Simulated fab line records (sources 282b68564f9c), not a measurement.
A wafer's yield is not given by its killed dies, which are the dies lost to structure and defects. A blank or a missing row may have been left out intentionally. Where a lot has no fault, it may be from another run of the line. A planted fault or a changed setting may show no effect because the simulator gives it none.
Chamber matching    flow rit cmos    4 sister chambers for RIT_SPACER_ETCHBACK_05 on rie diel-03
The step etches Si3N4 in SF6/CHF3, stops on SiO2, target depth 250 nm, time 240 s. 16 wafers are shown with their chamber, then 8 later ones without.

== WAFERS, EACH WITH ITS CHAMBER ==
wafer   chamber  drypump motor current A (A)  throttle valve pct (%)  oes product au (a.u.)
L558.2  0        5.5                          10.02                   0.856
L558.4  3        5.8                          10.19                   0.853
L558.5  0        5.6                          10.01                   0.860
L559.1  1        5.5                          10.37                   0.854
L559.2  0        5.5                          10.02                   0.863
L559.4  2        4.8                          10.18                   0.838
L561.1  1        5.5                          10.34                   0.847
L561.5  2        4.9                          10.17                   0.820
L561.6  1        5.5                          10.36                   0.843
L565.2  2        4.9                          10.17                   0.832
L565.5  2        4.9                          10.18                   0.839
L565.6  3        5.8                          10.22                   0.853
L571.2  2        4.9                          10.17                   0.826
L571.3  3        5.8                          10.20                   0.849
L571.4  1        5.5                          10.35                   0.826
L574.2  3        5.8                          10.20                   0.843

SIGNATURES (averages over the wafers above)
reading                  chamber 0  chamber 1  chamber 2  chamber 3  scatter within a chamber
drypump motor current A  5.533      5.500      4.880      5.800      0.035
throttle valve pct       10.0167    10.3550    10.1740    10.2025    0.00984
oes product au           0.85967    0.84250    0.83100    0.84950    0.00805
Rule: distance of a wafer from a chamber = root of the sum over the readings of ((wafer's reading minus chamber's mean) / reading's scatter) squared. If the next closest chamber is less than 2 further off than the closest, the wafer can't be placed; otherwise it belongs to the closest. The scatter: the root of (the sum of the squares of (reading less its chamber's mean) over the shown wafers, divided by (wafers less chambers)).

== WAFERS MISSING THEIR CHAMBER ==
wafer   drypump motor current A (A)  throttle valve pct (%)  oes product au (a.u.)
L574.3  5.6                          10.03                   0.855
L574.6  4.9                          10.17                   0.822
L579.1  4.8                          10.19                   0.839
L579.2  5.5                          10.35                   0.860
L579.4  5.6                          10.01                   0.869
L581.1  5.5                          10.02                   0.855
L581.4  4.9                          10.17                   0.826
L581.6  5.6                          10.02                   0.867

== EACH ONE'S CHAMBER ==
wafer   from the rows above  in truth
L574.3  0                    0
L574.6  2                    2
L579.1  2                    2
L579.2  1                    1
L579.4  0                    0
L581.1  0                    0
L581.4  2                    2
L581.6  0                    0
Correct placement for 8 of the 8. Can't be placed from these rows: 0. Wrongly placed: 0.
